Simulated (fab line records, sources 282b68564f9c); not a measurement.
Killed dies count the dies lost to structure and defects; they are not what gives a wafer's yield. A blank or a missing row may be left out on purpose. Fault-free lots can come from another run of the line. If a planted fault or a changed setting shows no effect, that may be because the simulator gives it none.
The tool behind it: which one? || flow rit cmos || 7 lots with 21 wafers sampled at 2 steps, on a route of 202 steps

WHAT EACH GAUGE READ, for each wafer
RIT_PSD_TW_MEAS_10.
{"lot": "L596", "measured": "day 3 18:39", "on": "film metro-03", "PSD_TW": "3448 3452 3470"}
{"lot": "L599", "measured": "day 4 07:22", "on": "film metro-02", "PSD_TW": "3449 3426 3436"}
{"lot": "L602", "measured": "day 4 22:45", "on": "film metro-03", "PSD_TW": "3457 3462 3452"}
{"lot": "L606", "measured": "day 5 18:08", "on": "film metro-02", "PSD_TW": "3434 3459 3454"}
{"lot": "L608", "measured": "day 6 00:55", "on": "film metro-03", "PSD_TW": "3470 3462 3481"}
{"lot": "L612", "measured": "day 6 21:03", "on": "film metro-02", "PSD_TW": "2619 2626 2614"}
{"lot": "L615", "measured": "day 7 07:23", "on": "film metro-04", "PSD_TW": "2579 2578 2566"}

WHAT TOOL EACH LOT RAN ON (gives the tool, then ch and the chambers of the sampled wafers, and finally the start)
{"lot": "L596", "RIT_PSD_IMPLANT_08": "implanter-03 ch 0, day 3 18:21"}
{"lot": "L599", "RIT_PSD_IMPLANT_08": "implanter-01 ch 0, day 4 07:03"}
{"lot": "L602", "RIT_PSD_IMPLANT_08": "implanter-03 ch 0, day 4 22:25"}
{"lot": "L606", "RIT_PSD_IMPLANT_08": "implanter-03 ch 0, day 5 17:49"}
{"lot": "L608", "RIT_PSD_IMPLANT_08": "implanter-03 ch 0, day 6 00:37"}
{"lot": "L612", "RIT_PSD_IMPLANT_08": "implanter-01 ch 0, day 6 20:44"}
{"lot": "L615", "RIT_PSD_IMPLANT_08": "implanter-01 ch 0, day 7 07:05"}
- RIT_PSD_IMPLANT_08

THE ANSWER, worked out from the rows above alone
Rule: the lots themselves supply what counts as usual. The widest of any qualifying gaps counts: lots, ordered by their means at a reading, are off when they make up no more than a third of the lots, leave a main group of 4 or more, and stand apart from it by 3 or more times the standard deviation of that group's means. If all means in a main group match to the digits the tables above print for the reading, that group is not used. Also off: a lot with no number at a reading for which 4 or more lots have one. The other lots that the step has rows for count as sound.
Off: at RIT_PSD_TW_MEAS_10 (PSD_TW), L612, L615. Main group: mean 3454, sd 11.
If a tool, at a process step before that reading, ran all the lots that are off and no sound lot after the first of them, it fits. Gauges at RIT_PSD_TW_MEAS_10: tried the same way as those tools. One fits: implanter-01 at RIT_PSD_IMPLANT_08. A fault onset in the window from L599 (day 4 07:03, its last sound lot) to L612 (day 6 20:44, its first lot off) fits.

WHAT HAD BEEN PUT IN BY THE SIMULATOR
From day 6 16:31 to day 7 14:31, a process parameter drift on implanter-01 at RIT_PSD_IMPLANT_08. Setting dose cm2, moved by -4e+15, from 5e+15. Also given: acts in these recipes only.
Lots struck among those shown: L612, L615. The rule given above showed the same thing.
